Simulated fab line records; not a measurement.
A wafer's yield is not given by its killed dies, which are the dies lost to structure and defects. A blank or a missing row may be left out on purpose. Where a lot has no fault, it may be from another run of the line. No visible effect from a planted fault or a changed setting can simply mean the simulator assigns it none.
Matching of chambers    flow berkeley-cmos170    cmp-02 running UCB170_V2_CMP_02: 4 sister chambers
The step polishes SiO2. 4 wafers are shown with their chamber, then 12 later ones without.

EACH WAFER AND ITS CHAMBER
wafer   chamber  motor-current-A (A)
L087.3  2        15.3
L087.6  1        16.2
L091.2  3        15.0
L091.5  0        17.5

WAFERS WHOSE CHAMBER IS MISSING
wafer   motor-current-A (A)
L094.1  15.1
L094.2  18.6
L094.5  15.7
L092.3  15.1
L092.4  16.0
L092.6  14.5
L096.2  14.9
L096.3  14.8
L096.5  18.4
L097.1  14.7
L097.2  16.6
L097.6  19.0

EACH ONE'S CHAMBER
wafer   from the rows above                in truth
L094.1  can't be placed: 3 or 2 or 1       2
L094.2  0                                  0
L094.5  can't be placed: 2 or 1 or 3       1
L092.3  can't be placed: 3 or 2 or 1       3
L092.4  can't be placed: 1 or 2 or 3       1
L092.6  can't be placed: 3 or 2 or 1       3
L096.2  can't be placed: 3 or 2 or 1       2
L096.3  can't be placed: 3 or 2 or 1       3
L096.5  0                                  0
L097.1  can't be placed: 3 or 2 or 1       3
L097.2  can't be placed: 1 or 0 or 2 or 3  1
L097.6  0                                  0
Correctly placed: 3 of 12. Cannot be placed on the basis of these rows: 9; the candidates contain the true chamber in 9. Placed wrongly: 0.
How it was worked out, from the rows above alone: a wafer's distance from a chamber is the root of the sum, over the readings, of the square of ((its reading less the chamber's mean) divided by the reading's scatter). The wafer belongs to the nearest chamber; if the next one is less than 2 further off, it can't be placed. A chamber's mean is the mean of its shown wafers. The scatter: root of mean squared gap, hidden wafer to nearest shown wafer, with one shown wafer a chamber.
